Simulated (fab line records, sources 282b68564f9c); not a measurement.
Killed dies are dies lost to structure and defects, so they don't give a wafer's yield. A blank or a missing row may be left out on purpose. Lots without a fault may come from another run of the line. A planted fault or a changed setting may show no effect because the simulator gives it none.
fab line records | flow rit_cmos
record lots=6 wafers=18 last_day=6
route steps=202 shown CONTACT@168 M1@202
lots that met no fault: from a run of the same line without faults
start_h: hours from the record's first day to the start of the lot's first wafer shown | wait_h: hours since the lot's step before | " the same as in the row above | L1.1+2: a row that stands for several wafers | - no value, or no start given | * or withheld: withheld | < > ~ a bound
route shown NAME@n: a module of which the file shows steps, and the number in the route of the first | usual: mean/standard deviation of fault-free wafers | same: alike in all rows | chamber/n: place in a boat | sites: the reading at each site | _std_site: their standard deviation | _edge_site: outer sites' mean less inner sites' | radius_mm: how far each site lies from the wafer's centre | mask NAME#n: copy n | behind: the tool/chamber that last shaped the wafer | hold: why the lot was held/for how many hours/how that ended | device: the transistor (n, p or np) that didn't switch | end of line: the same wafers' tests at the end of the route | a step without rows: its recipe alone | killed: dies lost to structure and defects at the first sort, not the wafer's yield | map: a wafer's dies, x killed, . not, _ none there
set.NAME: the setting as run; set.NAME@STEP: as run at that earlier step | model.NAME: the simulator's own value behind a step, which no gauge read
lots at some steps of the route; a table a step, a row a wafer
services: from which hour (start_h, from the record's first day; less than 0 if before it) a tool's chamber was out of use, for how many hours, and why
## steps
# step RIT_CONTACT_CVD_00
# recipe material=SiO2 target_thk_nm=400 precursor=TEOS temp_c=390 time_s=61 rf_w=400
# usual heater_power_w=300/44
# columns lot.wafer tool chamber start_h wait_h heater_power_w
L832.1 pecvd-04 2 65.96 0.1 304
L832.3 " 1 " " 365
L832.6 " 2 " " 308
L833.3 pecvd-01 2 67.57 0.0 298
L833.4 " 0 " " 234
L833.6 " 2 " " 305
L834.1 pecvd-03 2 72.00 0.1 250
L834.2 " 0 " " 372
L834.6 " 2 " " 265
L838.1 pecvd-04 0 90.84 0.1 208
L838.2 " 2 " " 269
L838.4 " 0 " " 223
L844.1 pecvd-04 2 120.68 0.1 309
L844.3 " 1 " " 341
L844.6 " 2 " " 310
L845.1 pecvd-01 1 125.69 0.1 312
L845.2 " 2 " " 279
L845.5 " 2 " " 304
# step RIT_CONTACT_THK_MEAS_01
# recipe reads=SiO2_of_CONTACT_CVD_00
# usual CONTACT_TEOS_THK=398/5.7
# columns lot.wafer tool chamber start_h wait_h CONTACT_TEOS_THK[nm]
L832.1 film_metro-04 - 66.01 0.0 397
L832.3 " - " " 395
L832.6 " - " " 396
L833.3 film_metro-02 - 67.64 0.0 395
L833.4 " - " " 399
L833.6 " - " " 401
L834.1 film_metro-03 - 72.05 0.0 395
L834.2 " - " " 399
L834.6 " - " " 402
L838.1 film_metro-04 - 90.89 0.0 407
L838.2 " - " " 396
L838.4 " - " " 409
L844.1 film_metro-02 - 120.73 0.0 392
L844.3 " - " " 396
L844.6 " - " " 398
L845.1 film_metro-03 - 125.75 0.0 397
L845.2 " - " " 401
L845.5 " - " " 404
# step RIT_CONTACT_HMDS_02
# recipe prime_time_s=60 prime_temp_c=140
# step RIT_CONTACT_COAT_03
# recipe resist=NOVOLAK spin_rpm=3250 resist_thk_nm=1000
# step RIT_CONTACT_SOFTBAKE_04
# recipe resist=NOVOLAK temp_c=90 time_s=60
# step RIT_CONTACT_EXPOSE_05
# recipe mask_id=M11 na=0.6 source_shape=conventional sigma_outer=0.5 target_cd_nm=1000 dose_mj=250
# step RIT_CONTACT_PEB_06
# recipe resist=NOVOLAK temp_c=withheld time_s=withheld
# step RIT_CONTACT_DEVELOP_07
# recipe resist=NOVOLAK develop_time_s=120 dev_temp_c=23
# step RIT_CONTACT_CD_MEAS_08
# recipe target_cd_nm=1000
# usual cd_nm=998.9/2.5
# columns lot.wafer tool chamber start_h wait_h cd_nm
L832.1 cd_sem-01 - 67.16 - 993.0
L832.3 " - " " 995.9
L832.6 " - " " 995.9
L833.3 cd_sem-01 - 68.82 - 1002.0
L833.4 " - " " 1001.8
L833.6 " - " " 1001.9
L834.1 cd_sem-01 - 73.08 - 999.7
L834.2 " - " " 1001.3
L834.6 " - " " 999.7
L838.1 cd_sem-01 - 92.04 - 997.7
L838.2 " - " " 998.2
L838.4 " - " " 999.4
L844.1 cd_sem-01 - 121.76 - 1001.3
L844.3 " - " " 1002.3
L844.6 " - " " 1004.2
L845.1 cd_sem-01 - 126.77 - 995.2
L845.2 " - " " 997.2
L845.5 " - " " 997.5
# step RIT_CONTACT_OVL_MEAS_09
# usual CONTACT_OVL=-1.2/1.5
# columns lot.wafer tool chamber start_h wait_h CONTACT_OVL[nm]
L832.1 overlay-01 - 67.28 0.1 -0.9
L832.3 " - " " -1.2
L832.6 " - " " -0.8
L833.3 overlay-01 - 68.91 0.1 0.4
L833.4 " - " " -0.5
L833.6 " - " " 0.3
L834.1 overlay-02 - 73.20 0.1 -1.8
L834.2 " - " " -3.4
L834.6 " - " " -2.2
L838.1 overlay-02 - 92.16 0.1 -1.4
L838.2 " - " " -0.6
L838.4 " - " " -3.0
L844.1 overlay-01 - 121.88 0.1 -1.9
L844.3 " - " " -1.9
L844.6 " - " " 0.3
L845.1 overlay-02 - 126.89 0.1 -1.4
L845.2 " - " " -0.8
L845.5 " - " " 0.0
# step RIT_CONTACT_HARDBAKE_10
# recipe resist=NOVOLAK temp_c=140 time_s=60
# step RIT_CONTACT_ETCH_11
# recipe target_depth_a=4800 over_etch_frac=0.2 stop_on=TiSi2 chemistry=CHF3/CF4/Ar target=SiO2 CHF3_flow_sccm=50 cf4_flow_sccm=10 Ar_flow_sccm=100 O2_flow_sccm=5 pressure_mtorr=100 rf_w=200 time_s=320
# usual O2_flow_sccm=5.003/0.015 drypump_motor_current_A=5.6/0.41 oes_product_au=0.991/0.012 throttle_valve_pct=8.89/0.17
# columns lot.wafer tool chamber start_h wait_h O2_flow_sccm drypump_motor_current_A oes_product_au rf_hours_counter_h throttle_valve_pct
L832.1 rie_diel-01 1 67.47 0.1 4.993 5.7 0.975 90 8.77
L832.3 " 3 " " 5.000 5.2 0.990 6 9.10
L832.6 " 2 " " 5.012 5.9 0.990 - 9.00
L833.3 rie_diel-03 0 69.35 0.1 5.013 5.2 0.990 65 9.13
L833.4 " 3 " " 4.987 6.3 1.001 160 8.83
L833.6 " 1 " " 5.008 5.9 1.009 - 8.88
L834.1 rie_diel-01 0 73.39 0.1 5.014 6.0 0.992 129 8.73
L834.2 " 3 " " 5.008 5.2 0.986 6 9.09
L834.6 " 1 " " 4.997 5.7 0.983 - 8.80
L838.1 rie_diel-04 0 92.52 0.1 5.004 4.8 0.984 36 8.64
L838.2 " 3 " " 5.026 5.8 0.990 57 9.01
L838.4 " 1 " " 4.989 6.0 0.974 92 9.07
L844.1 rie_diel-03 0 122.07 0.1 4.994 5.2 0.988 66 9.12
L844.3 " 2 " " 4.994 5.6 0.985 56 8.63
L844.6 " 0 " " 4.990 5.2 0.994 - 9.12
L845.1 rie_diel-04 1 127.08 0.1 5.038 6.0 0.975 92 9.11
L845.2 " 3 " " 5.000 5.8 0.998 58 8.99
L845.5 " 3 " " 5.010 5.8 0.999 - 9.00
# step RIT_CONTACT_STRIP_12
# recipe chemistry=O2 time_s=180 resist=NOVOLAK platen_temp_c=withheld power_w=500 pressure_mtorr=4000 o2_flow_sccm=4000
# usual drypump_motor_current_A=6.21/0.29 o2_flow_sccm=3999/13 run_length_s=208.4/0.34
# columns lot.wafer tool chamber start_h wait_h drypump_motor_current_A o2_flow_sccm rf_hours_counter_h run_length_s
L832.1 plasma_asher-02 1 67.66 0.1 6.31 3995 40 208.6
L832.3 " 0 " " 6.39 3983 - 208.2
L832.6 " 1 " " 6.33 4012 - 208.4
L833.3 plasma_asher-02 0 69.60 0.2 6.37 4002 - 208.1
L833.4 " 1 " " 6.33 3992 - 208.4
L833.6 " 1 " " 6.33 4004 - 208.9
L834.1 plasma_asher-02 1 73.58 0.1 6.31 3990 41 208.3
L834.2 " 0 " " 6.39 4003 41 208.4
L834.6 " 0 " " 6.39 3997 - 208.1
L838.1 plasma_asher-02 1 92.71 0.1 6.31 3982 43 208.3
L838.2 " 0 " " 6.36 3995 43 208.6
L838.4 " 1 " " 6.33 3991 - 208.6
L844.1 plasma_asher-02 0 122.26 0.1 6.40 3995 47 202.6
L844.3 " 0 " " 6.35 4003 - 202.9
L844.6 " 0 " " 6.37 4015 - 202.3
L845.1 plasma_asher-02 1 127.27 0.1 6.33 3990 48 208.2
L845.2 " 0 " " 6.34 3994 48 202.3
L845.5 " 0 " " 6.38 3993 - 202.5
# step RIT_CONTACT_CD_MEAS_90
# recipe target_cd_nm=1000
# usual cd_nm=998.8/2.5
# columns lot.wafer tool chamber start_h wait_h cd_nm
L832.1 cd_sem-01 - 67.84 0.1 993.2
L832.3 " - " " 995.6
L832.6 " - " " 995.8
L833.3 cd_sem-02 - 69.82 0.2 1002.4
L833.4 " - " " 1001.4
L833.6 " - " " 1001.7
L834.1 cd_sem-02 - 73.76 0.1 999.2
L834.2 " - " " 1001.1
L834.6 " - " " 998.9
L838.1 cd_sem-01 - 92.89 0.1 997.2
L838.2 " - " " 998.6
L838.4 " - " " 999.2
L844.1 cd_sem-02 - 122.43 0.1 1001.6
L844.3 " - " " 1002.0
L844.6 " - " " 1004.2
L845.1 cd_sem-02 - 127.45 0.1 994.9
L845.2 " - " " 997.7
L845.5 " - " " 997.8
# step RIT_M1_PROBE_99
# usual killed_at_front_end=7/3.2 killed_dies=7/3.2 killed_open=3.2/2.1 killed_short=3.5/2.2
# same gross_dies=264 killed_at_M0_to_M3=0 killed_at_M4_up=0 killed_at_back_side=0 killed_at_contacts=0 killed_at_other=0
# columns lot.wafer tool chamber start_h wait_h killed_at_front_end killed_dies killed_open killed_short
L832.1 prober-02 - 72.32 0.1 4 4 2 2
L832.3 prober-02 - 72.42 0.2 13 13 6 7
L832.6 prober-02 - 72.57 0.2 8 8 2 6
L833.3 prober-01 - 74.36 0.2 3 3 0 3
L833.4 prober-01 - 74.41 0.2 5 5 2 3
L833.6 prober-01 - 74.51 0.2 7 7 3 4
L834.1 prober-02 - 78.38 0.1 3 3 2 1
L834.2 prober-02 - 78.43 0.1 3 3 0 3
L834.6 prober-02 - 78.63 0.2 8 8 5 3
L838.1 prober-02 - 97.62 0.1 9 9 7 2
L838.2 prober-02 - 97.67 0.1 8 8 5 3
L838.4 prober-02 - 97.77 0.2 7 7 3 4
L844.1 prober-02 - 128.08 0.1 6 6 4 2
L844.3 prober-02 - 128.18 0.2 10 10 9 1
L844.6 prober-02 - 128.33 0.2 7 7 3 4
L845.1 prober-01 - 131.95 0.1 7 7 5 2
L845.2 prober-01 - 132.00 0.1 6 6 2 4
L845.5 prober-01 - 132.15 0.2 2 2 1 1
# killed by level:class
L832.1 FOX1:geometric_particle:short=1 SPACER:geometric_particle:open=1 SPACER:geometric_particle:short=1 SILICIDE:geometric_particle:open=1
L832.3 GATE:geometric_particle:short=4 GATE:geometric_particle:open=3 SILICIDE:geometric_particle:short=2 FOX1:geometric_particle:open=1 FOX2:geometric_particle:open=1 REOX:geometric_particle:short=1 SPACER:geometric_particle:open=1
L832.6 FOX2:geometric_particle:short=2 FOX1:geometric_particle:short=1 GATE:geometric_particle:short=1 GATE:geometric_particle:open=1 SPACER:geometric_particle:short=1 SPACER:geometric_particle:open=1 SILICIDE:geometric_particle:short=1
L833.3 FOX1:geometric_particle:short=1 REOX:geometric_particle:short=1 SILICIDE:geometric_particle:short=1
L833.4 GATE:geometric_particle:open=2 SILICIDE:geometric_particle:short=2 FOX2:geometric_particle:short=1
L833.6 SPACER:geometric_particle:short=3 ACTIVE:geometric_particle:open=1 FOX1:geometric_particle:open=1 GATE:geometric_particle:short=1 GATE:geometric_particle:open=1
L834.1 FOX1:geometric_particle:open=1 FOX1:geometric_particle:short=1 SPACER:geometric_particle:open=1
L834.2 FOX2:geometric_particle:short=1 SPACER:geometric_particle:short=1 SILICIDE:geometric_particle:short=1
L834.6 GATE:geometric_particle:short=2 GATE:geometric_particle:open=2 ACTIVE:geometric_particle:short=1 FOX1:geometric_particle:open=1 SPACER:geometric_particle:open=1 SILICIDE:geometric_particle:open=1
L838.1 GATE:geometric_particle:open=4 SPACER:geometric_particle:open=2 GATE:geometric_particle:short=1 REOX:geometric_particle:open=1 SPACER:geometric_particle:short=1
L838.2 GATE:geometric_particle:open=3 GATE:geometric_particle:short=2 REOX:geometric_particle:open=1 REOX:geometric_particle:short=1 SPACER:geometric_particle:open=1
L838.4 REOX:geometric_particle:short=2 FOX1:geometric_particle:short=1 GATE:geometric_particle:short=1 GATE:geometric_particle:open=1 SPACER:geometric_particle:open=1 SILICIDE:geometric_particle:open=1
L844.1 GATE:geometric_particle:open=2 SILICIDE:geometric_particle:short=2 REOX:geometric_particle:open=1 SPACER:geometric_particle:open=1
L844.3 GATE:geometric_particle:open=3 FOX1:geometric_particle:open=2 FOX2:geometric_particle:open=2 REOX:geometric_particle:open=1 SPACER:geometric_particle:short=1 SILICIDE:geometric_particle:open=1
L844.6 REOX:geometric_particle:short=2 FOX1:geometric_particle:short=1 FOX1:geometric_particle:open=1 FOX2:geometric_particle:short=1 GATE:geometric_particle:open=1 REOX:geometric_particle:open=1
L845.1 SILICIDE:geometric_particle:open=2 FOX1:geometric_particle:open=1 FOX2:geometric_particle:open=1 GATE:geometric_particle:short=1 GATE:geometric_particle:open=1 SILICIDE:geometric_particle:short=1
L845.2 REOX:geometric_particle:short=2 GATE:geometric_particle:open=1 GATE:geometric_particle:short=1 REOX:geometric_particle:open=1 SILICIDE:geometric_particle:short=1
L845.5 FOX2:geometric_particle:open=1 GATE:geometric_particle:short=1
## services
# columns tool chamber start_h hours kind
rie_diel-03 3 99.23 - clean
rie_diel-03 3 99.23 21.1 scheduled_down
rie_diel-03 3 99.23 21.1 vent_cycle
rie_diel-04 - 112.47 14.6 pm
pecvd-01 0 114.05 6.9 repair
## key
first_sign step=RIT_CONTACT_STRIP_12 reading=run_length_s direction=down sigmas=18 usual=* struck=*
effect none on later readings
met_at RIT_CONTACT_STRIP_12
struck_wafers L844.1,L844.3,L844.6,L845.2,L845.5
tester_left_out L844,L845
onset_between 92.71 122.26
fault kind=process_parameter_drift tool=plasma_asher-02 chamber=0 onset_h=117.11 steps=RIT_CONTACT_STRIP_12 channel=time_s offset=* shape=step end_h=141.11 acts_in=* stated=*
# tester_left_out: of these lots the tester's yield and bins aren't shown, on N5 and GAA mostly nor the transistor test; their killed dies are dies lost to structure and defects alone, not to doping, threshold or leakage, so they don't give the yield
